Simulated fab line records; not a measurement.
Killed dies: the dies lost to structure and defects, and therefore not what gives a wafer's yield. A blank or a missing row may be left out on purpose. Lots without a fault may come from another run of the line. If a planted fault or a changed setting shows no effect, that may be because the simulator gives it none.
8D (eight disciplines) problem report, filled in by code ; flow rit-cmos ; the parts of the form that need people (team, actions taken, sign-off) are left out

## 1. WHAT WENT WRONG
Wafers without a fault read 4001 mTorr with a standard deviation of 3.9, while chamber-pressure-mTorr at RIT_ACTIVE_STRIP_14 averages 3198 mTorr across 2 wafers of 1 lot. So: -99 or more standard deviations from the usual mean.
The step: strips in O2, time 180 s.
First observed at day 6 05:33: wafer L753.4, on plasma-asher-02. At this step, 39 wafers from 13 lots have a number in the record. The rule behind "out" and "out of limits": a value lying over 4 standard deviations away from the usual mean. All remaining wafers that have a number are taken as sound.

## 2. WHAT IT IS; WHAT IT IS NOT
question;is;is not
which readings at this step;chamber-pressure-mTorr;drypump-motor-current-A
which lots;L753;L731, L734, L736, L737, L738, L739, L740, L741, L742, L743, L744, L749
which wafers of those lots;L753.4, L753.6;L753.5
read on which tools;plasma-asher-02;plasma-asher-01, plasma-asher-03
when;from day 6 05:33;up to then (37 sound wafers)

## 3. SUSPECTS, AND WHAT RULES EACH OUT
Counting: if a tool at a process step up to the reading ran every lot that is out, it stays a suspect. Sound lots after the first of them don't rule it out here, since some wafers of a struck lot are sound.
- plasma-asher-02 at RIT_ACTIVE_STRIP_14 (strips in O2, time 180 s): kept. L753, the lot that is out, went through it at day 6 05:33; up to then, the latest sound lot through it was L749 at day 5 09:24. Its own readings are out on those wafers: chamber-pressure-mTorr.
- Within plasma-asher-02 at RIT_ACTIVE_STRIP_14: the wafers that are out ran in chamber 0; their sound lot-mates ran in chamber 1.
The count leaves plasma-asher-02 at RIT_ACTIVE_STRIP_14.

## 4. THE CAUSE (what the simulator had put in)
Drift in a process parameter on plasma-asher-02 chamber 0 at RIT_ACTIVE_STRIP_14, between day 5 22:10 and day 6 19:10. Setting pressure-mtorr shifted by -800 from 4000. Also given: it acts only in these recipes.
Counting left only this tool.

## 5. THE CHAIN OF EFFECTS, in route order
One row per reading whose mean, taken over the struck wafers that have a number, lies over 3 standard deviations from the usual. Only readings whose record carries a usual standard deviation are examined. hours: median over the lots of the time between each lot's start at the first step of this table that gives one and its start at this step. sigmas: the change, counted in usual standard deviations.
hours;step;reading;usual;on struck wafers;change;sigmas
0;RIT_ACTIVE_STRIP_14;chamber-pressure-mTorr;4001 mTorr;3198;-803;-99 or more
Process steps it contains:
- RIT_ACTIVE_STRIP_14: strips in O2, time 180 s.

## 6. WHAT WOULD HAVE CAUGHT IT SOONER
In this record the first reading out of limits was taken at day 6 05:33, 7 hours after the fault began at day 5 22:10.
